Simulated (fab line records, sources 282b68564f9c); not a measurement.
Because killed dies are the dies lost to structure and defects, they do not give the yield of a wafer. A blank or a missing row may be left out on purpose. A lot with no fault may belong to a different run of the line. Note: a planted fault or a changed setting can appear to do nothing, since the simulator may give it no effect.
A lot that was struck, set against a sound lot -- flow rit_cmos -- 21 steps out of a route of 202
Sound: these wafers, L761.1, L761.5, L761.6. The struck wafers were L767.2, L767.3, L767.6. The cause is named last.
Per side, at each step with rows, come the tool, then ch with its chambers, and then its first start. Under that, the readings that differ: sound wafers -- struck wafers -- difference of the means -- sigmas: that difference in standard deviations of wafers without a fault.
alike: readings with means less than 2 such deviations apart, plus words and numbers identical on both sides. not compared: withheld readings, readings lacking a value on some wafer, bounds such as >300 that could conceal the same value, and numbers that have no deviation in the record and whose values overlap.
Wherever a step has rows on one side only, a row that says differs or no value, or a row with sigmas, the two part there. Numbers that don't overlap but have no deviation are shown without sigmas and don't part them. Lack of a reading on every wafer of one side parts them only where that side has two or more wafers.

first, 6 steps without rows for these wafers: RIT_NLDD_HMDS_00 (prime time 60 s); RIT_NLDD_COAT_01 (resist thk 1000 nm); RIT_NLDD_SOFTBAKE_02 (time 60 s); RIT_NLDD_EXPOSE_03 (exposes mask M7, target cd 40700 nm); RIT_NLDD_PEB_04; RIT_NLDD_DEVELOP_05 (develop time 50 s).
RIT_NLDD_OVL_MEAS_06:
  sound on overlay-01 at day 3 19:03; struck on overlay-01 at day 5 02:02
  alike: NLDD_OVL
then, 2 steps without rows for these wafers: RIT_NLDD_HARDBAKE_07 (time 60 s); RIT_NLDD_IMPLANT_08.
RIT_NLDD_STRIP_09: strips in O2, time 180 s.
  sound on plasma_asher-02 ch 0,1, day 3 19:30; struck on plasma_asher-02 ch 0,1, day 5 02:22
  alike: drypump_motor_current_A
  not compared: rf_hours_counter_h
RIT_NLDD_TW_MEAS_10:
  sound on film_metro-02 at day 3 19:41; struck on film_metro-04 at day 5 02:32
  alike: NLDD_TW
then, 1 step without rows for these wafers: RIT_PLDD_HMDS_00 (prime time 60 s).
RIT_PLDD_COAT_01: resist thk 1000 nm.
  sound on litho_track-03 ch 0, day 3 20:03; struck on litho_track-02 ch 0, day 5 02:46
reading,sound,struck,difference,sigmas
spin_speed_rpm (rpm),3250.6 3250.8 3250.3,3449.6 3447.8 3451.9,+199.2,+95
model.NOVOLAK_of_PLDD_COAT_01.thk_nm (nm),997.4 997.5 997.7,971.6 973.2 975.4,-24.1,
then, 4 steps without rows for these wafers: RIT_PLDD_SOFTBAKE_02 (time 60 s); RIT_PLDD_EXPOSE_03 (exposes mask M8, target cd 40900 nm); RIT_PLDD_PEB_04; RIT_PLDD_DEVELOP_05 (develop time 50 s).
RIT_PLDD_OVL_MEAS_06:
  sound on overlay-01 at day 3 20:53; struck on overlay-02 at day 5 03:35
  alike: PLDD_OVL
RIT_PLDD_HARDBAKE_07: time 60 s.
  sound on litho_track-02 ch 0, day 3 20:55; struck on litho_track-02 ch 0, day 5 03:38
reading,sound,struck,difference,sigmas
model.NOVOLAK_of_PLDD_COAT_01.thk_nm (nm),881.5 881.6 881.7,859 860.4 862.2,-21,
following that, these wafers have no rows for 1 step: RIT_PLDD_IMPLANT_08.
RIT_M1_PROBE_99:
  sound on prober-02 at day 4 10:46; struck on prober-01 at day 5 19:28
  alike: killed_at_M0_to_M3, killed_at_contacts, killed_at_front_end, killed_dies, killed_open, killed_short

## WHERE THEY PART
RIT_PLDD_COAT_01 only, going by this record. Later steps at which nothing parts them and some readings are alike: RIT_PLDD_OVL_MEAS_06, RIT_M1_PROBE_99.

WHY: what had been put in by the simulator
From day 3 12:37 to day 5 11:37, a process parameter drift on litho_track-02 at RIT_PLDD_COAT_01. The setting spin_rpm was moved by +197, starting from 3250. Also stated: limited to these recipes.
